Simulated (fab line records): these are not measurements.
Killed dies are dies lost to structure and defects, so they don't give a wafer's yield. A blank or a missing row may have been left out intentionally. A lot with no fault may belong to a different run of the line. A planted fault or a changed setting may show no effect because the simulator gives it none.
Comparing a struck lot with a sound one / flow rit_cmos / 43 steps out of a route of 202
Sound: the wafers L749.2, L749.3, L749.6. Struck: wafer L757.4. (L757.5, L757.6 of the same lot were not struck and are left out.) The cause comes at the end.
At each step with rows: each side's tool, then ch and its chambers, then its first start. Under that, the readings that differ: sound wafers / struck wafers / difference of the means / sigmas: that difference in standard deviations of wafers without a fault.
alike: a reading whose means differ by less than 2 such deviations, as well as words and numbers matching on both sides. not compared: withheld readings; readings where some wafer has no value; bounds like >300 that might hide an equal value; numbers whose values overlap and for which the record gives no deviation.
Wherever a step has rows on one side only, a row that says differs or no value, or a row with sigmas, the two part there. Numbers that don't overlap but have no deviation are shown without sigmas and don't part them. A reading missing from all wafers of one side parts the sides only when that side holds two or more wafers.

RIT_SDANNEAL_RTA_03: time 5 s.
  sound on rtp_anneal-02 ch 0, day 3 12:23; struck on rtp_anneal-02 ch 0, day 4 22:40
  alike: anneal_temp_c_max, wafer_temp_C_max
RIT_SDANNEAL_RS_MEAS_04: a four-point-probe measurement.
  struck on film_metro-02, day 4 22:46; sound on film_metro-04, day 3 12:28
reading=PSD_RS (ohm/sq); sound=115.3 115.2 115.2; struck=116.1; difference=+0.9; sigmas=+3
RIT_SDANNEAL_RS_MEAS_05: a four-point-probe measurement.
  struck on film_metro-02, day 4 22:53; sound on film_metro-04, day 3 12:35
  alike: NSD_RS
RIT_SDANNEAL_RS_MEAS_06: a four-point-probe measurement.
  struck on film_metro-02, day 4 23:00; sound on film_metro-04, day 3 12:42
  alike: PLDD_RS
RIT_SDANNEAL_RS_MEAS_07: a four-point-probe measurement.
  struck on film_metro-02, day 4 23:07; sound on film_metro-04, day 3 12:49
  alike: NLDD_RS
then, 2 steps without rows for these wafers: RIT_SILICIDE_WET_ETCH_00 (etches SiO2 in BOE, target depth 14 nm, time 15.33 s); RIT_SILICIDE_SPUTTER_01 (material Ti, target thk 30 nm, time 240 s).
RIT_SILICIDE_RS_MEAS_02: a four-point-probe measurement.
  struck on film_metro-04, day 4 23:24; sound on film_metro-02, day 3 13:06
  alike: SILICIDE_TI_RS
RIT_SILICIDE_THK_MEAS_03: measures by xrf.
  struck on film_metro-04, day 4 23:29; sound on film_metro-02, day 3 13:13
  alike: SILICIDE_TI_THK
RIT_SILICIDE_RTA_04: time 10 s, ramp up 5 s, ramp down 5 s.
  sound on rtp_anneal-01 ch 0, day 3 13:16; struck on rtp_anneal-01 ch 0, day 4 23:33
  alike: anneal_temp_c_max, wafer_temp_C_max
then, 1 step without rows for these wafers: RIT_SILICIDE_WET_ETCH_05 (etches Ti in SPM, time 120 s).
RIT_SILICIDE_RTA_06: time 10 s, ramp up 5 s, ramp down 10 s.
  sound on rtp_anneal-02 ch 0, day 3 13:23; struck on rtp_anneal-02 ch 0, day 4 23:40
  alike: anneal_temp_c_max, wafer_temp_C_max
RIT_CONTACT_CVD_00: deposits SiO2 from TEOS, target thk 400 nm, time 61 s.
  sound on pecvd-03 ch 0,1, day 3 13:26; struck on pecvd-04 ch 0, day 4 23:43
reading=run_length_s (s); sound=88.6 88.4 88.7; struck=95.4; difference=+6.8; sigmas=+12
reading=model.SiO2_of_CONTACT_CVD_00.thk_nm (nm); sound=398 397.8 401.4; struck=454.1; difference=+55.0; sigmas=
  alike: heater_power_w
RIT_CONTACT_THK_MEAS_01:
  struck on film_metro-01, day 4 23:46; sound on film_metro-03, day 3 13:30
reading=CONTACT_TEOS_THK (nm); sound=398 398 401; struck=454; difference=+55; sigmas=+11
then, 6 steps without rows for these wafers: RIT_CONTACT_HMDS_02 (prime time 60 s); RIT_CONTACT_COAT_03 (resist thk 1000 nm); RIT_CONTACT_SOFTBAKE_04 (time 60 s); RIT_CONTACT_EXPOSE_05 (exposes mask M11, target cd 1000 nm); RIT_CONTACT_PEB_06; RIT_CONTACT_DEVELOP_07 (develop time 120 s).
RIT_CONTACT_CD_MEAS_08: the cd target is 1000 nm.
  struck on cd_sem-02, day 5 00:50; sound on cd_sem-02, day 3 14:32
  alike: cd_nm
RIT_CONTACT_OVL_MEAS_09:
  struck on overlay-01, day 5 00:55; sound on overlay-01, day 3 14:38
  alike: CONTACT_OVL
then, 1 step without rows for these wafers: RIT_CONTACT_HARDBAKE_10 (time 60 s).
RIT_CONTACT_ETCH_11: etches SiO2 in CHF3/CF4/Ar, stops on TiSi2, target depth 480 nm, time 320 s.
  sound on rie_diel-01 ch 1,2,3, day 3 14:49; struck on rie_diel-02 ch 0, day 5 01:05
reading=model.etch.depth_nm (nm); sound=398 397.8 401.4; struck=454.1; difference=+55.0; sigmas=
reading=model.CONTACT.feature_depth_nm (nm); sound=398 397.8 401.4; struck=454.1; difference=+55.0; sigmas=
  alike: drypump_motor_current_A, oes_product_au, throttle_valve_pct
  not compared: rf_hours_counter_h
RIT_CONTACT_STRIP_12: strips in O2, time 180 s.
  sound on plasma_asher-04 ch 0, day 3 15:01; struck on plasma_asher-04 ch 0, day 5 01:20
  alike: drypump_motor_current_A
  not compared: rf_hours_counter_h
RIT_CONTACT_CD_MEAS_90: the cd target is 1000 nm.
  struck on cd_sem-01, day 5 01:31; sound on cd_sem-02, day 3 15:13
  alike: cd_nm
then, 2 steps without rows for these wafers: RIT_CONTACT_CLEAN_13 (cleans in SC1, time 600 s); RIT_CONTACT_CLEAN_14 (cleans in SC2, time 600 s).
RIT_M1_SPUTTER_00: material Al, target thk 400 nm, time 500 s.
  struck on pvd_sputter-02, day 5 01:55; sound on pvd_sputter-02, day 3 15:40
  alike: throttle_valve_pct
RIT_M1_RS_MEAS_01: a four-point-probe measurement.
  struck on film_metro-01, day 5 02:16; sound on film_metro-02, day 3 15:58
  alike: M1_AL_RS
RIT_M1_THK_MEAS_02: measures by xrf.
  struck on film_metro-01, day 5 02:22; sound on film_metro-02, day 3 16:05
  alike: M1_AL_THK
then, 6 steps without rows for these wafers: RIT_M1_HMDS_03 (prime time 60 s); RIT_M1_COAT_04 (resist thk 1283 nm); RIT_M1_SOFTBAKE_05 (time 60 s); RIT_M1_EXPOSE_06 (exposes mask M12, target cd 2600 nm); RIT_M1_PEB_07; RIT_M1_DEVELOP_08 (develop time 68 s).
RIT_M1_CD_MEAS_09: the cd target is 2600 nm.
  struck on cd_sem-02, day 5 03:20; sound on cd_sem-02, day 3 17:02
  alike: cd_nm
RIT_M1_OVL_MEAS_10:
  struck on overlay-02, day 5 03:25; sound on overlay-02, day 3 17:08
  alike: M1_OVL
then, 1 step without rows for these wafers: RIT_M1_HARDBAKE_11 (time 120 s).
RIT_M1_METAL_ETCH_12: etches Al in Cl2/BCl3, stops on SiO2, time 165 s, target depth 600 nm.
  sound on rie_metal-03 ch 0, day 3 17:27; struck on rie_metal-01 ch 1, day 5 03:44
reading=model.SiO2_of_CONTACT_CVD_00.thk_nm (nm); sound=360.1 360 363.8; struck=418.4; difference=+57.1; sigmas=
  alike: drypump_motor_current_A, mfc_cl2_sccm, oes_product_au, throttle_valve_pct
  not compared: rf_hours_counter_h
then, 1 step without rows for these wafers: RIT_M1_STRIP_13 (strips in nmp, time 600 s).
RIT_M1_PROBE_99:
  struck on prober-01, day 5 07:33; sound on prober-01, day 3 21:39
reading=model.etest.field_p_metal.vt_v (V); sound=-29 -28.84 -28.96; struck=-30.85; difference=-1.92; sigmas=
reading=model.etest.antenna_contact.vt_shift_v (V); sound=-0.01536 -0.01519 -0.008734; struck=-0.004231; difference=+0.008864; sigmas=

WHERE THEY PART
First at RIT_SDANNEAL_RS_MEAS_04; last, within this record, at RIT_CONTACT_THK_MEAS_01. Later steps at which nothing parts them and some readings are alike: RIT_CONTACT_CD_MEAS_08, RIT_CONTACT_OVL_MEAS_09, RIT_CONTACT_ETCH_11, RIT_CONTACT_STRIP_12, RIT_CONTACT_CD_MEAS_90, RIT_M1_SPUTTER_00, RIT_M1_RS_MEAS_01, RIT_M1_THK_MEAS_02, RIT_M1_CD_MEAS_09, RIT_M1_OVL_MEAS_10, RIT_M1_METAL_ETCH_12.

WHY: what had been put in by the simulator
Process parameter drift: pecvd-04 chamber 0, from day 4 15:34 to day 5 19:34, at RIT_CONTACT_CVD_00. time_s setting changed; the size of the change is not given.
